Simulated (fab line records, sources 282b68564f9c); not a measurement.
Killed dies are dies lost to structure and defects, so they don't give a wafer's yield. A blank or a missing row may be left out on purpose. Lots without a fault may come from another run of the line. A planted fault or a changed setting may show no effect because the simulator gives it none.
Tool commonality check | flow rit_cmos | 15 lots, 45 wafers sampled

WHY IT WAS OPENED
At RIT_PSD_TW_MEAS_10 the reading PSD_TW is flagged on 3 of 15 lots. Wafers without a fault read 3417, standard deviation 31.
Rule: a lot is flagged when every wafer of it that has a number lies more than 4 standard deviations from that mean, or none has a number. The other lots count as sound.

lot  | measured    | on            | PSD_TW, wafer by wafer | flag
L519 | day 3 02:53 | film_metro-03 | 3469 3465 3479         |
L520 | day 3 08:52 | film_metro-01 | 3428 3415 3423         |
L521 | day 3 12:48 | film_metro-01 | 3438 3438 3446         |
L522 | day 3 18:41 | film_metro-02 | 3357 3363 3352         |
L524 | day 4 06:02 | film_metro-02 | 3401 3381 3390         |
L525 | day 4 07:52 | film_metro-03 | 2646 2665 2642         | FLAGGED
L527 | day 4 21:55 | film_metro-03 | 2633 2651 2636         | FLAGGED
L529 | day 5 11:13 | film_metro-03 | 2638 2648 2651         | FLAGGED
L531 | day 5 23:40 | film_metro-01 | 3391 3391 3384         |
L533 | day 6 05:52 | film_metro-01 | 3438 3407 3419         |
L537 | day 6 22:28 | film_metro-02 | 3390 3374 3363         |
L536 | day 7 05:20 | film_metro-01 | 3407 3370 3391         |
L538 | day 7 06:57 | film_metro-03 | 3425 3427 3410         |
L541 | day 8 02:20 | film_metro-03 | 3449 3436 3447         |
L542 | day 8 04:34 | film_metro-02 | 3385 3402 3378         |
The numbers of the flagged lots are 2646 on average: -771 against the usual, or -25 standard deviations.

WHICH TOOL RAN EACH LOT
The record holds 1 process step before the reading, out of a route of 202 steps. In each cell: the tool, then ch and the chambers that the sampled wafers went through, then the start.
lot  | flag    | RIT_PSD_IMPLANT_08
L519 |         | implanter-01 ch 0, day 3 02:34
L520 |         | implanter-01 ch 0, day 3 08:34
L521 |         | implanter-04 ch 0, day 3 12:28
L522 |         | implanter-03 ch 0, day 3 18:22
L524 |         | implanter-03 ch 0, day 4 05:44
L525 | FLAGGED | implanter-03 ch 0, day 4 07:32
L527 | FLAGGED | implanter-03 ch 0, day 4 21:37
L529 | FLAGGED | implanter-03 ch 0, day 5 10:53
L531 |         | implanter-04 ch 0, day 5 23:20
L533 |         | implanter-01 ch 0, day 6 05:34
L537 |         | implanter-04 ch 0, day 6 22:09
L536 |         | implanter-04 ch 0, day 7 05:02
L538 |         | implanter-04 ch 0, day 7 06:39
L541 |         | implanter-03 ch 0, day 8 02:01
L542 |         | implanter-03 ch 0, day 8 04:17
What these steps do:
- RIT_PSD_IMPLANT_08
- RIT_PSD_TW_MEAS_10

FLAGGED OVER TOTAL, TOOL BY TOOL (the gauges that took the reading come last)
step               | tool          | lots run | flagged | share of the flagged lots | sound lots run after its first flagged lot
RIT_PSD_IMPLANT_08 | implanter-01  | 3        | 0       | none                      | -
RIT_PSD_IMPLANT_08 | implanter-03  | 7        | 3       | all                       | 2 (L541,L542)
RIT_PSD_IMPLANT_08 | implanter-04  | 5        | 0       | none                      | -
RIT_PSD_TW_MEAS_10 | film_metro-01 | 5        | 0       | none                      | -
RIT_PSD_TW_MEAS_10 | film_metro-02 | 4        | 0       | none                      | -
RIT_PSD_TW_MEAS_10 | film_metro-03 | 6        | 3       | all                       | 2 (L538,L541)

WHAT THE TABLE ALLOWS
2 rows of the table ran every flagged lot: implanter-03 at RIT_PSD_IMPLANT_08, film_metro-03 at RIT_PSD_TW_MEAS_10.
- implanter-03 at RIT_PSD_IMPLANT_08: 3 of its 7 lots flagged. Sound lots ran on it after the first flagged one (L541, L542), which a lasting fault on the whole tool wouldn't allow. Its own readings lie more than 4 standard deviations out on every wafer of the flagged lots: dose_ions_cm2, end_station_pressure_torr, faraday_current_uA.
- film_metro-03 at RIT_PSD_TW_MEAS_10: 3 of its 6 lots flagged. Sound lots ran on it after the first flagged one (L538, L541), which a lasting fault on the whole tool wouldn't allow.
No row of the table ran every flagged lot and no sound lot after the first.

WHAT THE SIMULATOR HAD PUT IN
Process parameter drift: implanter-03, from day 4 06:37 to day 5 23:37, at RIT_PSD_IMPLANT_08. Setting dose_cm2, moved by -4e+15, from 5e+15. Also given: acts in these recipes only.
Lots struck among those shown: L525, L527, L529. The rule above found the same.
